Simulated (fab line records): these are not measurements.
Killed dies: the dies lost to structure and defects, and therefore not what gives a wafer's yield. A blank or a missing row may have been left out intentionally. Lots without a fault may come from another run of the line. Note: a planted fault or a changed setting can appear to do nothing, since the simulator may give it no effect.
A single fault, viewed from 2 desks | flow berkeleyCmos170 | each desk has only its own numbers; what lay behind them comes last

== TOOL OWNER'S DESK, wetBench-02 ==
The tool's own readings at UCB170_WELLDRIVE_CLEAN_00 (cleans in SPM, time 600 s): means of the sampled wafers that have a number, for each lot that ran on this tool. A lot is out of limits, marked OUT, if its mean lies more than 4 standard deviations from the usual mean; the brackets give that distance.
Columns: A = bathGuardTempC at UCB170_WELLDRIVE_CLEAN_00, usual 120.0 C; B = bathHeatDutyPct at UCB170_WELLDRIVE_CLEAN_00, usual 12.9 %
lot  | first seen here | A     | B
L797 | day 3 21:31     | 118.9 | 15.7
L803 | day 5 00:55     | 119.7 | 11.6
This desk's finding: nothing out of limits on any of the 2 lots.

== AT THE METROLOGY DESK ==
What the gauges read, lot by lot, whatever tool the lot ran on: means of the sampled wafers that have a number. A lot is out of limits, marked OUT, if its mean lies more than 4 standard deviations from the usual mean; the brackets give that distance.
Columns: A = INCOMING_BOW at UCB170_START_BOW_MEAS_00, usual -1 um; B = PWELL_OXIDE_THK at UCB170_PWELL_THK_MEAS_03, usual 26.4 nm
lot  | first seen here | A   | B
L795 | day 1 10:00     | 0   | 27.3
L796 | day 1 15:00     | 1   | 27.0
L797 | day 1 20:00     | 3   | 25.8
L798 | day 2 01:01     | -3  | 25.9
L799 | day 2 06:00     | -4  | 26.3
L800 | day 2 11:02     | 3   | 26.2
L801 | day 2 16:00     | 2   | 26.2
L802 | day 2 21:01     | -4  | 25.6
L803 | day 3 02:02     | 0   | 25.9
L804 | day 3 07:00     | 4   | 25.9
L808 | day 4 03:01     | -7  | 26.8
L810 | day 4 13:01     | -1  | 26.7
L817 | day 6 00:02     | -11 | 26.4
L818 | day 6 05:01     | 3   | 26.5
This desk's finding: nothing out of limits on any of the 14 lots.

== BROUGHT TOGETHER ==
The tool owner's desk saw nothing out of limits.
The metrology desk saw nothing out of limits.

== WHAT HAD BEEN PUT IN BY THE SIMULATOR ==
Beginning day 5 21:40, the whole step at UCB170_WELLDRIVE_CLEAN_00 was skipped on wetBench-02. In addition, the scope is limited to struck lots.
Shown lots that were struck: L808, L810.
